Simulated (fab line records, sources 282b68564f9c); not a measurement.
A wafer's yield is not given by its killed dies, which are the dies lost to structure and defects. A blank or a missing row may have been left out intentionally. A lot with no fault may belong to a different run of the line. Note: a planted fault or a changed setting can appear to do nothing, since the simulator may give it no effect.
Struck lot and sound lot, side by side | flow rit cmos | 20 out of 202 route steps
Sound: wafers L736.2, L736.5, L736.6. Wafers struck: L741.2, L741.4, L741.6. The cause is named last.
Order at every step that has rows: each side's tool, ch and its chambers, its first start. Under that, the readings that differ: sound wafers | struck wafers | difference of the means | sigmas: that difference in standard deviations of wafers without a fault.
alike: readings with means less than 2 such deviations apart, plus words and numbers identical on both sides. not compared: withheld readings, readings lacking a value on some wafer, bounds such as >300 that could conceal the same value, and numbers that have no deviation in the record and whose values overlap.
The two part at a step that has a row with sigmas, a row that says differs or no value, or rows on one side only. Numbers that don't overlap but have no deviation are shown without sigmas and don't part them. Lack of a reading on every wafer of one side parts them only where that side has two or more wafers.

first, 2 steps without rows for these wafers: RIT_NWELL_HARDBAKE_07 (time 120 s); RIT_NWELL_IMPLANT_08.
RIT_NWELL_STRIP_09: strips in O2, time 180 s.
  sound on plasma asher-02 ch 0,1, day 2 12:00; struck on plasma asher-01 ch 0,1, day 3 12:53
  alike: drypump motor current A, rf refl power W
  not compared: rf hours counter h
RIT_NWELL_TW_MEAS_10:
  sound on film metro-01, day 2 12:11; struck on film metro-04, day 3 13:04
  alike: NWELL_TW
then, 6 steps without rows for these wafers: RIT_PWELL_HMDS_00 (prime time 60 s); RIT_PWELL_COAT_01 (resist thk 1300 nm); RIT_PWELL_SOFTBAKE_02 (time 60 s); RIT_PWELL_EXPOSE_03 (exposes mask M3, target cd 43700 nm); RIT_PWELL_PEB_04; RIT_PWELL_DEVELOP_05 (develop time 68 s).
RIT_PWELL_OVL_MEAS_06:
  sound on overlay-01, day 2 13:07; struck on overlay-01, day 3 14:01
  reading        | sound         | struck      | difference | sigmas
  PWELL_OVL (nm) | -0.3 -1.7 0.3 | 0.9 3.1 2.5 | +2.7       | +2
then, 1 step without rows for these wafers: RIT_PWELL_HARDBAKE_07 (time 120 s).
RIT_PWELL_IMPLANT_08:
  sound on implanter-01 ch 0, day 2 13:26; struck on implanter-01 ch 0, day 3 14:19
  reading                   | sound             | struck            | difference | sigmas
  implant ion amu           | 11 11 11          | 49 49 49          | +38        |
  model.implant.rp nm (nm)  | 487.3 487.3 487.3 | 127 127 127       | -360       |
  model.implant.drp nm (nm) | 102.9 102.9 102.9 | 49.91 49.91 49.91 | -52.99     |
RIT_PWELL_STRIP_09: strips in O2, time 180 s.
  sound on plasma asher-02 ch 0,1, day 2 13:33; struck on plasma asher-01 ch 0, day 3 14:26
  alike: drypump motor current A, rf refl power W
  not compared: rf hours counter h
RIT_PWELL_TW_MEAS_10:
  sound on film metro-01, day 2 13:44; struck on film metro-03, day 3 14:37
  reading  | sound       | struck         | difference | sigmas
  PWELL_TW | 965 965 967 | 1872 1883 1880 | +913       | +99 or more
then, 1 step without rows for these wafers: RIT_WELLDRIVE_ANNEAL_00 (time 14700 s).
RIT_WELLDRIVE_RS_MEAS_01: uses a four-point probe to measure.
  sound on film metro-03, day 2 19:35; struck on film metro-03, day 3 20:14
  alike: NWELL_RS
RIT_WELLDRIVE_RS_MEAS_02: uses a four-point probe to measure.
  sound on film metro-03, day 2 19:42; struck on film metro-03, day 3 20:21
  reading           | sound             | struck            | difference | sigmas
  PWELL_RS (ohm/sq) | 430.0 427.3 427.8 | 463.1 465.2 463.7 | +35.6      | +32
then, 2 steps without rows for these wafers: RIT_NRETRO_HMDS_00 (prime time 60 s); RIT_M1_PROBE_99.

WHERE THEY PART
Last at RIT_WELLDRIVE_RS_MEAS_02 as far as this record goes, first at RIT_PWELL_OVL_MEAS_06.

WHY: whatever the simulator had introduced
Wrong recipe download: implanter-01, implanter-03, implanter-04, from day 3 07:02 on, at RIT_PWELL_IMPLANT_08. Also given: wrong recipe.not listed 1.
